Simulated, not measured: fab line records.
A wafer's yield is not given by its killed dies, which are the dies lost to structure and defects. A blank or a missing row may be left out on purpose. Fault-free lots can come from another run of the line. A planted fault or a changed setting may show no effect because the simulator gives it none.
Problem report, 8D (eight disciplines) form, completed by code ; flow berkeleyCmos170 ; the parts of the form that need people (team, actions taken, sign-off) are left out

## 1. PROBLEM STATEMENT
Wafers free of any fault read 1994 nm (standard deviation 24) for V2_TEOS_THK at UCB170_V2_THK_MEAS_01, against a mean of 1239 nm on 6 wafers of 2 lots. Measured from the usual mean, that is -31 standard deviations.
The first sign was on wafer L299.1 at day 9 09:20, on filmMetro-04. The record holds 42 wafers of 14 lots with a number at this step. By rule, "out" or "out of limits" means more than 4 standard deviations away from the usual mean. All remaining wafers that have a number are taken as sound.

## 2. WHAT IT IS, WHAT IT ISN'T
question;is;is not
which readings at this step;V2_TEOS_THK;-
which lots;L299, L301;L288, L289, L290, L292, L296, L298, L302, L304, L305, L306, L307, L308
which wafers of those lots;all that have a number;-
read on which gauges;filmMetro-02, filmMetro-04;filmMetro-01
when;from day 9 09:20;"up to then (18 sound wafers); but 18 sound wafers of L302, L304, L305, L306, L307, L308 came after"

## 3. WHAT RULES OUT EACH SUSPECT
Counting: a tool at any process step up to the reading remains a suspect when it ran all the lots that are out and ran no sound lot after the first of those.
- the gauge at UCB170_V2_THK_MEAS_01: ruled out. 2 gauges (filmMetro-02, filmMetro-04) read the wafers that are out.
- pecvd-02 at UCB170_V2_CVD_00 (deposits SiO2 from TEOS/O2, target thk 2000 nm, time 250 s): kept. It ran every lot that is out, first L299 (day 9 09:11), and no sound lot after that; its last sound lot up to then is L292 (day 8 01:38). Its own runLengthS readings are out on those wafers.
Left after counting: pecvd-02 at UCB170_V2_CVD_00.

## 4. THE CAUSE (what the simulator had put in)
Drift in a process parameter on pecvd-02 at UCB170_V2_CVD_00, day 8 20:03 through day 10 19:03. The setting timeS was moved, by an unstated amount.
Only this tool survived the counting.

## 5. THE EFFECT CHAIN, in route order
One row per reading whose mean, taken over the struck wafers that have a number, lies over 3 standard deviations from the usual. Scope: only readings with a usual standard deviation given in the record; hours: median across lots of the time from each lot's start at the first step in this table that gives one to its start at this step; sigmas: change in usual standard deviations.
hours;step;reading;usual;on struck wafers;change;sigmas
0;UCB170_V2_CVD_00;runLengthS;277.9 s;184.3;-93.6;-99 or more
0;UCB170_V2_THK_MEAS_01;V2_TEOS_THK;1994 nm;1239;-755;-31
Its process steps:
- UCB170_V2_CVD_00: deposits SiO2 from TEOS/O2, target thk 2000 nm, time 250 s.
At these later measuring or inspecting steps, every struck wafer for which the step has a row has a number for every such reading, and none has moved that far: UCB170_V2_BOW_MEAS_03, UCB170_M3_THK_MEAS_03.

## 6. HOW IT WOULD HAVE BEEN CAUGHT EARLIER
13 hours passed between the start of the fault at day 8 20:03 and the first reading out of limits at a measuring or inspecting step in this record, taken at day 9 09:20.
Tool's own readings at UCB170_V2_CVD_00, runLengthS: out on all struck wafers the step has rows for; an alarm limit on them would have tripped on the first.
L301, from the lots that are out (2), started UCB170_V2_CVD_00 on pecvd-02 later than day 9 09:20. Putting the tool on hold at that point would have spared it.
